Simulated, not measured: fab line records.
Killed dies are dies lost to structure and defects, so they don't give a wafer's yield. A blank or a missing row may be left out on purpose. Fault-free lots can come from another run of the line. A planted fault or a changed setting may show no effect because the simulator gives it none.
Which tool is to blame? | flow berkeleyCmos170 | 15 lots with 45 wafers sampled at 4 steps, on a route of 331 steps

## WHAT THE GAUGES READ, wafer by wafer
UCB170_V2_CD_MEAS_90 targets a cd of 700 nm. Usual: cdNm at 699.7 nm, with a standard deviation of 1.7.
lot  | measured     | on       | cdNm (nm)         | flag
L725 | day 8 03:59  | cdSem-01 | 700.3 701.1 699.7 | 
L727 | day 8 14:32  | cdSem-01 | 703.6 701.9 701.3 | 
L728 | day 8 13:13  | cdSem-02 | 700.0 699.8 703.4 | 
L729 | day 9 08:46  | cdSem-01 | 698.5 699.2 699.0 | 
L730 | day 9 06:58  | cdSem-01 | 700.2 699.6 701.4 | 
L733 | day 9 21:29  | cdSem-01 | 700.1 700.5 701.2 | 
L740 | day 11 02:08 | cdSem-01 | 698.9 699.3 700.2 | 
L736 | day 11 08:06 | cdSem-01 | 700.5 701.1 699.1 | 
L738 | day 11 05:34 | cdSem-01 | 700.4 701.7 701.3 | 
L737 | day 11 07:53 | cdSem-01 | 696.9 699.5 699.2 | 
L741 | day 11 02:43 | cdSem-01 | 700.9 699.6 699.8 | 
L746 | day 12 11:03 | cdSem-01 | 700.5 701.2 702.4 | 
L745 | day 12 09:35 | cdSem-02 | 696.2 697.2 697.0 | 
L747 | day 12 12:07 | cdSem-01 | 699.5 700.7 701.5 | 
L748 | day 12 20:20 | cdSem-02 | 700.3 699.5 700.1 | 

UCB170_M3_THK_MEAS_03: measures by xrf. Usual: M3_AL_THK gives 900 nm (standard deviation 8.6).
lot  | measured     | on           | M3_AL_THK (nm) | flag
L725 | day 8 04:23  | filmMetro-02 | 903 888 901    | 
L727 | day 8 14:55  | filmMetro-02 | 905 896 906    | 
L728 | day 8 13:37  | filmMetro-03 | 894 886 905    | 
L729 | day 9 09:09  | filmMetro-03 | 886 898 884    | 
L730 | day 9 07:21  | filmMetro-04 | 886 896 891    | 
L733 | day 9 21:53  | filmMetro-02 | 882 886 891    | 
L740 | day 11 02:31 | filmMetro-02 | 898 894 906    | 
L736 | day 11 08:28 | filmMetro-02 | 911 919 912    | 
L738 | day 11 05:56 | filmMetro-04 | 878 886 886    | 
L737 | day 11 08:16 | filmMetro-04 | 890 905 908    | 
L741 | day 11 03:05 | filmMetro-02 | 899 910 900    | 
L746 | day 12 11:26 | filmMetro-03 | 915 905 903    | 
L745 | day 12 09:58 | filmMetro-02 | 904 909 907    | 
L747 | day 12 12:30 | filmMetro-04 | 895 898 893    | 
L748 | day 12 20:44 | filmMetro-03 | 906 904 898    | 

## WHAT TOOL EACH LOT RAN ON (gives the tool, then ch and the chambers of the sampled wafers, and finally the start)
lot  | UCB170_FIELD_CLEAN_00         | UCB170_SILICIDE_RTA_04
L725 | wetBench-03 ch 1, day 4 15:15 | rtpAnneal-02 ch 0, day 7 10:02
L727 | wetBench-03 ch 1, day 5 07:19 | rtpAnneal-02 ch 0, day 7 20:03
L728 | wetBench-03 ch 0, day 5 07:31 | rtpAnneal-01 ch 0, day 7 18:13
L729 | wetBench-03 ch 2, day 6 06:37 | rtpAnneal-01 ch 0, day 8 15:08
L730 | wetBench-03 ch 1, day 6 07:02 | rtpAnneal-02 ch 0, day 8 14:19
L733 | wetBench-02 ch 2, day 6 12:52 | rtpAnneal-02 ch 0, day 9 01:09
L740 | wetBench-01 ch 2, day 7 07:40 | rtpAnneal-02 ch 0, day 10 05:37
L736 | wetBench-01 ch 2, day 7 07:51 | rtpAnneal-02 ch 0, day 10 06:19
L738 | wetBench-03 ch 2, day 7 11:46 | rtpAnneal-01 ch 0, day 10 06:12
L737 | wetBench-03 ch 1, day 7 12:20 | rtpAnneal-02 ch 0, day 10 05:59
L741 | wetBench-03 ch 3, day 7 12:49 | rtpAnneal-01 ch 0, day 10 05:50
L746 | wetBench-02 ch 3, day 8 20:28 | rtpAnneal-01 ch 0, day 11 18:07
L745 | wetBench-02 ch 1, day 8 20:30 | rtpAnneal-02 ch 0, day 11 17:58
L747 | wetBench-02 ch 1, day 8 20:53 | rtpAnneal-02 ch 0, day 11 18:23
L748 | wetBench-02 ch 0, day 9 04:09 | rtpAnneal-01 ch 0, day 12 01:06
- UCB170_FIELD_CLEAN_00: cleans in dHF, time 7.5 s.
- UCB170_SILICIDE_RTA_04: time 15 s.

## AS READ BY THE TOOLS THEMSELVES (means over the sampled wafers that have a number; for cases with no such wafer, the mark the record gives instead)
UCB170_SILICIDE_RTA_04. Usual: chamberO2Ppm 1.999, standard deviation 0.021; lampPowerPct 9.95 %, standard deviation 0.25; wafer_temp_C_max 652.9, standard deviation 0.71.
lot  | tool         | chamberO2Ppm | lampPowerPct (%) | wafer_temp_C_max | flag
L725 | rtpAnneal-02 | 1.988        | 10.19            | 653.0            | 
L727 | rtpAnneal-02 | 1.995        | 10.19            | 653.3            | 
L728 | rtpAnneal-01 | 1.994        | 9.69             | 651.8            | 
L729 | rtpAnneal-01 | 2.016        | 9.69             | 652.4            | 
L730 | rtpAnneal-02 | 1.981        | 10.19            | 654.0            | 
L733 | rtpAnneal-02 | 2.001        | 10.20            | 652.6            | 
L740 | rtpAnneal-02 | 1.986        | 10.21            | 654.0            | 
L736 | rtpAnneal-02 | 2.004        | 10.20            | 652.6            | 
L738 | rtpAnneal-01 | 2.006        | 9.68             | 652.9            | 
L737 | rtpAnneal-02 | 2.001        | 10.20            | 653.3            | 
L741 | rtpAnneal-01 | 2.019        | 9.70             | 652.6            | 
L746 | rtpAnneal-01 | 1.990        | 9.69             | 652.8            | 
L745 | rtpAnneal-02 | 2.024        | 10.20            | 653.2            | 
L747 | rtpAnneal-02 | 2.006        | 10.21            | 653.6            | 
L748 | rtpAnneal-01 | 2.005        | 9.69             | 652.5            | 

## THE ANSWER, worked out from the rows above alone
Rule: a lot counts as off when the mean over its wafers that have a number is more than 3 standard deviations away from the usual mean. A lot without any number at a reading at which 4 lots or more have one is off too. The other lots that the step has rows for count as sound. Order of review: gauges by route order, followed by the tools' own readings, for which a lot's mean as printed above is used. The first step at which some lot is off is used, and at that step the reading that is off furthest; a lot without a number counts as furthest.
None of the lots is off at any reading shown; this tells nothing.

## WHAT HAD BEEN PUT IN BY THE SIMULATOR
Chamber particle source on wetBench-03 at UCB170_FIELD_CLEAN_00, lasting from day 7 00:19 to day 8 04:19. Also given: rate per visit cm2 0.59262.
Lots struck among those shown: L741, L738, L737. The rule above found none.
